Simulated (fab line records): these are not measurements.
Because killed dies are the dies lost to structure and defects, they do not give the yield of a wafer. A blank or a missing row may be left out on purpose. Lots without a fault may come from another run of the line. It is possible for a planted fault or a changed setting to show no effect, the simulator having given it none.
fab line records	flow rit_cmos
record lots=13	wafers=39	last_day=7
route steps=202 shown ACTIVE@12 REOX@100 NSD@137 M1@202
lots untouched by any fault: they come from a run of this same line in which no faults occurred
start_h: hours from the record's first day to the start of the lot's first wafer shown	wait_h: hours from the lot's prior step to this one	" identical to the entry in the row above	L1.1+2: a row that stands for several wafers	- no value, or no start given	* or withheld: withheld	< > ~ a bound
route shown NAME@n: NAME is a module with steps in the file, n the number in the route of the first one	usual: mean/standard deviation taken from wafers without a fault	same: alike in all rows	chamber/n: place in a boat	sites: readings site by site	_std_site: the standard deviation of these	_edge_site: inner sites' mean taken away from outer sites' mean	radius_mm: for every site, how far away it sits from the centre of the wafer	mask NAME#n: copy n	behind: the last tool/chamber to shape the wafer	hold: the reason the lot was held/the length of the hold in hours/how it ended	device: transistor that didn't switch, given as n, p or np	end of line: the same wafers' tests at the end of the route	for a step that has no rows: nothing shown but its recipe	killed: dies that structure and defects cost at the first sort, which is not the same as the wafer's yield	map: the dies of a wafer, with x for killed, . for not killed, _ for no die there
set.NAME: the setting that was run; set.NAME@STEP: the one run at that earlier step	model.NAME: the simulator's own value behind a step, which no gauge read
the route's steps for a sample of lots (tables are steps, rows are wafers)
## steps
# step RIT_ACTIVE_CD_MEAS_11
# recipe target_cd_nm=1400
# usual cd_nm=1400.0/2.2
lot.wafer	tool	chamber	start_h	wait_h	cd_nm
L254.1	cd_sem-01	-	24.44	-	1398.8
L254.2	"	-	"	"	1400.4
L254.5	"	-	"	"	1398.5
L256.2	cd_sem-02	-	35.17	-	1395.6
L256.4	"	-	"	"	1392.9
L256.5	"	-	"	"	1396.1
L257.2	cd_sem-01	-	39.84	-	1398.8
L257.5	"	-	"	"	1397.9
L257.6	"	-	"	"	1394.5
L258.1	cd_sem-02	-	45.74	-	1400.4
L258.3	"	-	"	"	1403.0
L258.4	"	-	"	"	1402.5
L259.1	cd_sem-02	-	49.69	-	1398.8
L259.2	"	-	"	"	1401.4
L259.5	"	-	"	"	1401.8
L260.1	cd_sem-02	-	54.56	-	1400.3
L260.2	"	-	"	"	1401.6
L260.5	"	-	"	"	1401.8
L261.1	cd_sem-02	-	59.56	-	1398.4
L261.4	"	-	"	"	1402.2
L261.6	"	-	"	"	1402.2
L263.1	cd_sem-01	-	69.44	-	1402.0
L263.2	"	-	"	"	1400.1
L263.5	"	-	"	"	1402.1
L264.1	cd_sem-02	-	74.44	-	1401.3
L264.4	"	-	"	"	1402.4
L264.5	"	-	"	"	1402.8
L265.4	cd_sem-02	-	80.33	-	1399.7
L265.5	"	-	"	"	1398.8
L265.6	"	-	"	"	1400.0
L266.1	cd_sem-02	-	85.70	-	1404.3
L266.2	"	-	"	"	1399.7
L266.4	"	-	"	"	1403.1
L273.1	cd_sem-01	-	120.15	-	1397.5
L273.5	"	-	"	"	1398.2
L273.6	"	-	"	"	1400.4
L275.1	cd_sem-01	-	129.58	-	1402.4
L275.2	"	-	"	"	1403.2
L275.3	"	-	"	"	1404.0
# step RIT_REOX_CLEAN_02
# recipe chemistry=SC2	mix=3:3:50	time_s=600	temp_c=75	dry=n2_spin
lot.wafer	tool	chamber	start_h	wait_h
L254.1+2+5	wet_bench-03	1	49.11	0.0
L256.2+4+5	wet_bench-01	0	58.69	0.0
L257.2+5+6	wet_bench-03	0	65.87	0.0
L258.1+3+4	wet_bench-03	0	67.81	0.0
L259.1+2+5	wet_bench-01	0	73.10	0.0
L260.1+2+5	wet_bench-04	1	76.96	0.0
L261.1+4+6	wet_bench-04	2	87.06	0.0
L263.1+2+5	wet_bench-01	3	92.75	0.0
L264.1+4+5	wet_bench-01	0	98.56	0.0
L265.4+5+6	wet_bench-01	2	104.66	0.0
L266.1+2+4	wet_bench-01	3	113.85	0.0
L273.1+5+6	wet_bench-04	0	143.13	0.0
L275.1+2+3	wet_bench-01	2	152.00	0.0
# step RIT_NSD_OVL_MEAS_06
# usual NSD_OVL=0.3/1.3
lot.wafer	tool	chamber	start_h	wait_h	NSD_OVL[nm]
L254.1	overlay-01	-	58.25	-	-1.4
L254.2	"	-	"	"	-0.6
L254.5	"	-	"	"	-3.5
L256.2	overlay-01	-	68.01	-	1.3
L256.4	"	-	"	"	1.3
L256.5	"	-	"	"	0.5
L257.2	overlay-02	-	75.29	-	-0.4
L257.5	"	-	"	"	0.7
L257.6	"	-	"	"	0.0
L258.1	overlay-01	-	77.37	-	1.7
L258.3	"	-	"	"	1.6
L258.4	"	-	"	"	0.9
L259.1	overlay-01	-	82.37	-	-1.9
L259.2	"	-	"	"	-1.3
L259.5	"	-	"	"	-1.8
L260.1	overlay-02	-	87.89	-	-0.6
L260.2	"	-	"	"	2.2
L260.5	"	-	"	"	1.1
L261.1	overlay-01	-	97.88	-	1.1
L261.4	"	-	"	"	-0.2
L261.6	"	-	"	"	1.2
L263.1	overlay-01	-	102.93	-	2.3
L263.2	"	-	"	"	0.6
L263.5	"	-	"	"	0.1
L264.1	overlay-02	-	107.83	-	0.1
L264.4	"	-	"	"	0.8
L264.5	"	-	"	"	0.9
L265.4	overlay-01	-	114.01	-	-0.2
L265.5	"	-	"	"	1.3
L265.6	"	-	"	"	1.3
L266.1	overlay-02	-	123.89	-	0.2
L266.2	"	-	"	"	0.3
L266.4	"	-	"	"	0.8
L273.1	overlay-01	-	152.44	-	-0.5
L273.5	"	-	"	"	0.4
L273.6	"	-	"	"	1.0
L275.1	overlay-02	-	162.72	-	-2.8
L275.2	"	-	"	"	-2.8
L275.3	"	-	"	"	-2.9
# step RIT_NSD_TW_MEAS_10
# usual NSD_TW=3148/32
lot.wafer	tool	chamber	start_h	wait_h	NSD_TW
L254.1	film_metro-04	-	58.76	0.1	3140
L254.2	"	-	"	"	3156
L254.5	"	-	"	"	3139
L256.2	film_metro-03	-	68.53	0.1	3109
L256.4	"	-	"	"	3102
L256.5	"	-	"	"	3132
L257.2	film_metro-04	-	75.81	0.1	3132
L257.5	"	-	"	"	3110
L257.6	"	-	"	"	3126
L258.1	film_metro-02	-	77.88	0.1	3206
L258.3	"	-	"	"	3200
L258.4	"	-	"	"	3204
L259.1	film_metro-03	-	82.90	0.1	3120
L259.2	"	-	"	"	3125
L259.5	"	-	"	"	3120
L260.1	film_metro-04	-	88.41	0.1	3139
L260.2	"	-	"	"	3117
L260.5	"	-	"	"	3114
L261.1	film_metro-03	-	98.39	0.1	3136
L261.4	"	-	"	"	3134
L261.6	"	-	"	"	3126
L263.1	film_metro-02	-	103.44	0.1	3178
L263.2	"	-	"	"	3189
L263.5	"	-	"	"	3191
L264.1	film_metro-04	-	108.34	0.1	3104
L264.4	"	-	"	"	3118
L264.5	"	-	"	"	3136
L265.4	film_metro-02	-	114.53	0.1	3189
L265.5	"	-	"	"	3175
L265.6	"	-	"	"	3185
L266.1	film_metro-04	-	124.41	0.1	3149
L266.2	"	-	"	"	3131
L266.4	"	-	"	"	3160
L273.1	film_metro-03	-	152.95	0.1	3140
L273.5	"	-	"	"	3139
L273.6	"	-	"	"	3137
L275.1	film_metro-04	-	163.23	0.1	3139
L275.2	"	-	"	"	3128
L275.3	"	-	"	"	3122
# step RIT_M1_PROBE_99
# usual killed_at_contacts=0.1/0.24	killed_at_front_end=7/3.1	killed_dies=7/3.1	killed_on_rim=1.7/1.4	killed_open=3.6/2.1	killed_short=3.2/2
# same gross_dies=264	killed_at_M0_to_M3=0	killed_at_M4_up=0	killed_at_back_side=0	killed_at_other=0
lot.wafer	tool	chamber	start_h	wait_h	killed_at_contacts	killed_at_front_end	killed_dies	killed_on_rim	killed_open	killed_short
L254.1	prober-02	-	69.36	0.1	0	7	7	4	4	3
L254.2	prober-02	-	69.41	0.1	0	4	4	1	2	2
L254.5	prober-02	-	69.56	0.2	0	6	6	1	4	2
L256.2	prober-02	-	78.51	0.1	0	6	6	1	2	4
L256.4	prober-02	-	78.61	0.2	0	4	4	0	3	1
L256.5	prober-02	-	78.66	0.2	0	13	13	6	8	5
L257.2	prober-01	-	85.83	0.1	0	3	3	0	2	1
L257.5	prober-01	-	85.98	0.2	0	6	6	1	0	6
L257.6	prober-01	-	86.03	0.2	0	3	3	1	1	2
L258.1	prober-02	-	87.51	0.1	0	2	2	0	1	1
L258.3	prober-02	-	87.61	0.2	0	11	11	1	6	5
L258.4	prober-02	-	87.66	0.2	0	9	9	3	7	2
L259.1	prober-01	-	95.13	0.1	0	6	6	2	3	3
L259.2	prober-01	-	95.18	0.1	0	4	4	1	3	1
L259.5	prober-01	-	95.33	0.2	0	6	6	1	3	3
L260.1	prober-02	-	98.10	0.1	0	3	3	0	3	0
L260.2	prober-02	-	98.15	0.1	0	2	2	0	2	0
L260.5	prober-02	-	98.30	0.2	0	7	7	2	7	0
L261.1	prober-01	-	110.12	0.1	0	3	3	0	2	1
L261.4	prober-01	-	110.27	0.2	1	10	11	2	6	5
L261.6	prober-01	-	110.37	0.2	0	9	9	2	6	3
L263.1	prober-01	-	115.11	0.1	0	5	5	1	1	4
L263.2	prober-01	-	115.16	0.1	0	8	8	2	1	7
L263.5	prober-01	-	115.31	0.2	0	9	9	4	6	3
L264.1	prober-02	-	117.91	0.1	0	5	5	0	2	3
L264.4	prober-02	-	118.06	0.2	0	3	3	0	2	1
L264.5	prober-02	-	118.11	0.2	0	10	10	2	4	6
L265.4	prober-01	-	124.65	0.2	0	5	5	0	3	2
L265.5	prober-01	-	124.70	0.2	0	6	6	0	4	2
L265.6	prober-01	-	124.75	0.2	0	5	5	1	3	2
L266.1	prober-02	-	133.87	0.1	0	14	14	3	7	7
L266.2	prober-02	-	133.92	0.1	0	4	4	2	1	3
L266.4	prober-02	-	134.02	0.2	0	12	12	3	7	5
L273.1	prober-01	-	162.78	0.1	0	32	32	9	2	1
L273.5	prober-01	-	162.98	0.2	0	35	35	10	1	4
L273.6	prober-01	-	163.03	0.2	0	37	37	10	5	2
L275.1	prober-01	-	172.86	0.1	0	8	8	2	5	3
L275.2	prober-01	-	172.91	0.1	0	13	13	5	4	9
L275.3	prober-01	-	172.96	0.2	0	11	11	2	8	3
# killed by level:class
L254.1 GATE:geometric_particle:open=2 FOX1:geometric_particle:short=1 FOX1:geometric_particle:open=1 FOX2:geometric_particle:short=1 GATE:geometric_particle:short=1 SILICIDE:geometric_particle:open=1
L254.2 FOX2:geometric_particle:open=2 REOX:geometric_particle:short=1 SILICIDE:geometric_particle:short=1
L254.5 GATE:geometric_particle:open=3 GATE:geometric_particle:short=2 FOX1:geometric_particle:open=1
L256.2 FOX1:geometric_particle:short=1 FOX2:geometric_particle:short=1 FOX2:geometric_particle:open=1 REOX:geometric_particle:short=1 SPACER:geometric_particle:open=1 SILICIDE:geometric_particle:short=1
L256.4 FOX2:geometric_particle:open=1 GATE:geometric_particle:short=1 GATE:geometric_particle:open=1 SPACER:geometric_particle:open=1
L256.5 GATE:geometric_particle:open=5 FOX2:geometric_particle:short=2 REOX:geometric_particle:open=2 FOX2:geometric_particle:open=1 GATE:geometric_particle:short=1 REOX:geometric_particle:short=1 SPACER:geometric_particle:short=1
L257.2 FOX1:geometric_particle:short=1 FOX1:geometric_particle:open=1 GATE:geometric_particle:open=1
L257.5 GATE:geometric_particle:short=3 ACTIVE:geometric_particle:short=1 REOX:geometric_particle:short=1 SILICIDE:geometric_particle:short=1
L257.6 FOX1:geometric_particle:short=2 GATE:geometric_particle:open=1
L258.1 FOX1:geometric_particle:open=1 SILICIDE:geometric_particle:short=1
L258.3 GATE:geometric_particle:short=4 GATE:geometric_particle:open=3 REOX:geometric_particle:open=2 SILICIDE:geometric_particle:open=1 SILICIDE:geometric_particle:short=1
L258.4 FOX1:geometric_particle:open=4 GATE:geometric_particle:open=2 FOX1:geometric_particle:short=1 GATE:geometric_particle:short=1 REOX:geometric_particle:open=1
L259.1 FOX1:geometric_particle:open=1 FOX1:geometric_particle:short=1 GATE:geometric_particle:short=1 GATE:geometric_particle:open=1 SPACER:geometric_particle:short=1 SILICIDE:geometric_particle:open=1
L259.2 FOX1:geometric_particle:open=2 GATE:geometric_particle:short=1 REOX:geometric_particle:open=1
L259.5 FOX1:geometric_particle:open=2 REOX:geometric_particle:short=2 FOX1:geometric_particle:short=1 SPACER:geometric_particle:open=1
L260.1 GATE:geometric_particle:open=3
L260.2 GATE:geometric_particle:open=1 SILICIDE:geometric_particle:open=1
L260.5 FOX1:geometric_particle:open=3 GATE:geometric_particle:open=3 SILICIDE:geometric_particle:open=1
L261.1 REOX:geometric_particle:short=1 REOX:geometric_particle:open=1 SPACER:geometric_particle:open=1
L261.4 REOX:geometric_particle:open=3 GATE:geometric_particle:open=2 REOX:geometric_particle:short=2 FOX1:geometric_particle:short=1 FOX2:geometric_particle:open=1 SILICIDE:geometric_particle:short=1 CONTACT:geometric_particle:short=1
L261.6 REOX:geometric_particle:open=2 SPACER:geometric_particle:open=2 FOX1:geometric_particle:short=1 GATE:geometric_particle:open=1 REOX:geometric_particle:short=1 SILICIDE:geometric_particle:open=1 SILICIDE:geometric_particle:short=1
L263.1 GATE:geometric_particle:short=2 FOX1:geometric_particle:open=1 REOX:geometric_particle:short=1 SPACER:geometric_particle:short=1
L263.2 GATE:geometric_particle:short=3 FOX2:geometric_particle:short=2 SILICIDE:geometric_particle:short=2 GATE:geometric_particle:open=1
L263.5 GATE:geometric_particle:open=3 FOX1:geometric_particle:short=2 REOX:geometric_particle:open=2 FOX2:geometric_particle:short=1 SPACER:geometric_particle:open=1
L264.1 FOX1:geometric_particle:short=2 FOX1:geometric_particle:open=1 GATE:geometric_particle:open=1 GATE:geometric_particle:short=1
L264.4 GATE:geometric_particle:open=2 SPACER:geometric_particle:short=1
L264.5 FOX1:geometric_particle:short=3 GATE:geometric_particle:open=3 GATE:geometric_particle:short=2 FOX1:geometric_particle:open=1 FOX2:geometric_particle:short=1
L265.4 FOX2:geometric_particle:short=1 FOX2:geometric_particle:open=1 GATE:geometric_particle:open=1 SPACER:geometric_particle:short=1 SILICIDE:geometric_particle:open=1
L265.5 GATE:geometric_particle:open=3 FOX1:geometric_particle:open=1 FOX1:geometric_particle:short=1 GATE:geometric_particle:short=1
L265.6 GATE:geometric_particle:open=2 FOX1:geometric_particle:open=1 GATE:geometric_particle:short=1 SPACER:geometric_particle:short=1
L266.1 SPACER:geometric_particle:open=3 GATE:geometric_particle:short=2 REOX:geometric_particle:short=2 FOX1:geometric_particle:short=1 FOX1:geometric_particle:open=1 FOX2:geometric_particle:open=1 FOX2:geometric_particle:short=1 GATE:geometric_particle:open=1
L266.2 SILICIDE:geometric_particle:short=2 GATE:geometric_particle:short=1 GATE:geometric_particle:open=1
L266.4 GATE:geometric_particle:open=4 SILICIDE:geometric_particle:short=2 SILICIDE:geometric_particle:open=2 FOX2:geometric_particle:short=1 GATE:geometric_particle:short=1 REOX:geometric_particle:open=1 SPACER:geometric_particle:short=1
L273.1 REOX:unspecified=29 GATE:geometric_particle:open=2 GATE:geometric_particle:short=1
L273.5 REOX:unspecified=30 GATE:geometric_particle:short=3 FOX2:geometric_particle:open=1 FOX2:geometric_particle:short=1
L273.6 REOX:unspecified=30 GATE:geometric_particle:open=2 GATE:geometric_particle:short=2 SPACER:geometric_particle:open=2 FOX2:geometric_particle:open=1
L275.1 GATE:geometric_particle:short=3 SPACER:geometric_particle:open=2 FOX1:geometric_particle:open=1 REOX:geometric_particle:open=1 SILICIDE:geometric_particle:open=1
L275.2 FOX1:geometric_particle:short=3 REOX:geometric_particle:open=3 REOX:geometric_particle:short=3 SPACER:geometric_particle:short=2 FOX1:geometric_particle:open=1 FOX2:geometric_particle:short=1
L275.3 GATE:geometric_particle:open=3 SPACER:geometric_particle:open=3 REOX:geometric_particle:short=1 REOX:geometric_particle:open=1 SPACER:geometric_particle:short=1 SILICIDE:geometric_particle:open=1 SILICIDE:geometric_particle:short=1
## key
first_sign step=RIT_M1_PROBE_99	reading=killed_dies	direction=up	sigmas=8.9	usual=7	struck=35
effect step=RIT_M1_PROBE_99	reading=killed_at_front_end	direction=up	sigmas=8.9	usual=7	struck=35
met_at RIT_REOX_CLEAN_02
struck_lots L273
struck_wafers L273.1,L273.5,L273.6
tester_left_out L273
not_acting_at RIT_ACTIVE_CD_MEAS_11,RIT_NSD_OVL_MEAS_06,RIT_NSD_TW_MEAS_10
fault kind=chamber_particle_source	tool=wet_bench-04	chamber=0	onset_h=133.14	steps=RIT_REOX_CLEAN_02	rate_per_visit_cm2=1.5711	end_h=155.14
# tester_left_out: of these lots the tester's yield and bins aren't shown, on N5 and GAA mostly nor the transistor test; their killed dies are dies lost to structure and defects alone, not to doping, threshold or leakage, so they don't give the yield
